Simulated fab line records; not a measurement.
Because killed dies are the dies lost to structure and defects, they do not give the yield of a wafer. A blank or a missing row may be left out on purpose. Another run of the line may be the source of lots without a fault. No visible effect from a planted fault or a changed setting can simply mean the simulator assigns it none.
Comparing a struck lot with a sound one / flow rit-cmos / 43 out of 202 route steps
Sound: wafers L791.1, L791.2, L791.3. Struck: wafer L809.4 (L809.5, L809.6, from the same lot, were not struck and are left out); the cause is given at the end.
Each step with rows lists, per side, the tool, then ch with its chambers, then its first start. Under that, the readings that differ: sound wafers / struck wafers / difference of the means / sigmas: that difference in standard deviations of wafers without a fault.
alike: a reading whose means differ by less than 2 such deviations, as well as words and numbers matching on both sides. not compared: withheld readings; readings where some wafer has no value; bounds like >300 that might hide an equal value; numbers whose values overlap and for which the record gives no deviation.
The two part at a step that has a row with sigmas, a row that says differs or no value, or rows on one side only. Non-overlapping numbers with no deviation appear without sigmas and do not part them. Lack of a reading on every wafer of one side parts them only where that side has two or more wafers.

RIT_GATE_THK_MEAS_07:
  sound on film-metro-02, day 3 17:34; struck on film-metro-04, day 7 13:26
  alike: GATE_OXIDE_THK
then, 1 step without rows for these wafers: RIT_GATE_CVD_08 (deposits poly-Si from SiH4, target thk 250 nm, time 2220 s).
RIT_GATE_THK_MEAS_09:
  sound on film-metro-03, day 3 19:14; struck on film-metro-03, day 7 15:07
  alike: GATE_POLY_THK
then, 6 steps without rows for these wafers: RIT_GATE_HMDS_10 (prime time 60 s); RIT_GATE_COAT_11 (resist thk 850 nm); RIT_GATE_SOFTBAKE_12 (time 60 s); RIT_GATE_EXPOSE_13 (exposes mask M6, target cd 150 nm); RIT_GATE_PEB_14; RIT_GATE_DEVELOP_15 (develop time 50 s).
RIT_GATE_CD_MEAS_16: the cd target is 150 nm.
  sound on cd-sem-01, day 3 20:09; struck on cd-sem-02, day 7 16:11
  alike: cd-nm
RIT_GATE_OVL_MEAS_17:
  sound on overlay-01, day 3 20:16; struck on overlay-01, day 7 16:16
  alike: GATE_OVL
then, 1 step without rows for these wafers: RIT_GATE_HARDBAKE_18 (time 60 s).
RIT_GATE_ETCH_19: etches poly-Si in SF6/CHF3/O2, stops on SiO2, time 165 s, target depth 312.5 nm.
  sound on rie-si-02 ch 1,2,3, day 3 20:27; struck on rie-si-02 ch 1, day 7 16:25
reading=oes-product-au (a.u.); sound=0.857 0.865 0.851; struck=0.819; difference=-0.039; sigmas=-3
reading=model.NOVOLAK_of_GATE_COAT_11.thk-nm (nm); sound=665.4 667.2 666.5; struck=688.8; difference=+22.4; sigmas=
reading=model.GATE.feature-depth-nm (nm); sound=249.2 250.7 247.5; struck=232.7; difference=-16.4; sigmas=
reading=model.etch.depth-nm (nm); sound=249.2 250.7 247.5; struck=232.7; difference=-16.4; sigmas=
  alike: drypump-motor-current-A, throttle-valve-pct
  not compared: rf-hours-counter-h
RIT_GATE_STRIP_20: strips in O2, time 180 s.
  sound on plasma-asher-02 ch 0,1, day 3 20:34; struck on plasma-asher-03 ch 0, day 7 16:35
  alike: drypump-motor-current-A
  not compared: rf-hours-counter-h
RIT_GATE_CD_MEAS_90: the cd target is 150 nm.
  sound on cd-sem-01, day 3 20:44; struck on cd-sem-01, day 7 16:46
  alike: cd-nm
then, 4 steps without rows for these wafers: RIT_REOX_CLEAN_00 (cleans in SC1, time 600 s); RIT_REOX_CLEAN_01 (cleans in dHF, time 30 s); RIT_REOX_CLEAN_02 (cleans in SC2, time 600 s); RIT_REOX_OXIDATION_03 (target thk 25.2 nm, ox time 5580 s).
RIT_REOX_THK_MEAS_04:
  rows exist in the record for the sound wafers here (film-metro-02, day 4 00:31), none for the struck ones
then, 6 steps without rows for these wafers: RIT_NLDD_HMDS_00 (prime time 60 s); RIT_NLDD_COAT_01 (resist thk 1000 nm); RIT_NLDD_SOFTBAKE_02 (time 60 s); RIT_NLDD_EXPOSE_03 (exposes mask M7, target cd 40700 nm); RIT_NLDD_PEB_04; RIT_NLDD_DEVELOP_05 (develop time 50 s).
RIT_NLDD_OVL_MEAS_06:
  rows exist in the record for the sound wafers here (overlay-02, day 4 01:25), none for the struck ones
then, 2 steps without rows for these wafers: RIT_NLDD_HARDBAKE_07 (time 60 s); RIT_NLDD_IMPLANT_08.
RIT_NLDD_STRIP_09: strips in O2, time 180 s.
  the record has rows for the sound wafers here (plasma-asher-02 ch 0,1, day 4 01:45) and none for the struck ones
RIT_NLDD_TW_MEAS_10:
  rows exist in the record for the sound wafers here (film-metro-04, day 4 01:56), none for the struck ones
then, 6 steps without rows for these wafers: RIT_PLDD_HMDS_00 (prime time 60 s); RIT_PLDD_COAT_01 (resist thk 1000 nm); RIT_PLDD_SOFTBAKE_02 (time 60 s); RIT_PLDD_EXPOSE_03 (exposes mask M8, target cd 40900 nm); RIT_PLDD_PEB_04; RIT_PLDD_DEVELOP_05 (develop time 50 s).
RIT_PLDD_OVL_MEAS_06:
  rows exist in the record for the sound wafers here (overlay-02, day 4 02:50), none for the struck ones
then, 2 steps without rows for these wafers: RIT_PLDD_HARDBAKE_07 (time 60 s); RIT_PLDD_IMPLANT_08.
RIT_PLDD_STRIP_09: strips in O2, time 180 s.
  the record has rows for the sound wafers here (plasma-asher-01 ch 0,1, day 4 03:10) and none for the struck ones
RIT_PLDD_TW_MEAS_10:
  rows exist in the record for the sound wafers here (film-metro-04, day 4 03:21), none for the struck ones
RIT_M1_PROBE_99:
  sound on prober-01, day 4 17:13; struck on prober-01, day 8 17:50
reading=killed-at-front-end; sound=5 7 7; struck=264; difference=+258; sigmas=+86
reading=killed-dies; sound=5 7 7; struck=264; difference=+258; sigmas=+86
reading=killed-on-rim; sound=0 4 2; struck=70; difference=+68; sigmas=+52
  alike: killed-open, killed-short

WHERE THEY PART
Earliest at RIT_GATE_ETCH_19; latest, in this record, at RIT_M1_PROBE_99.

WHY: what the simulator had put in
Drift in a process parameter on rie-si-02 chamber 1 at RIT_GATE_ETCH_19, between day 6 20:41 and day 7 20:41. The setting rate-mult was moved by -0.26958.
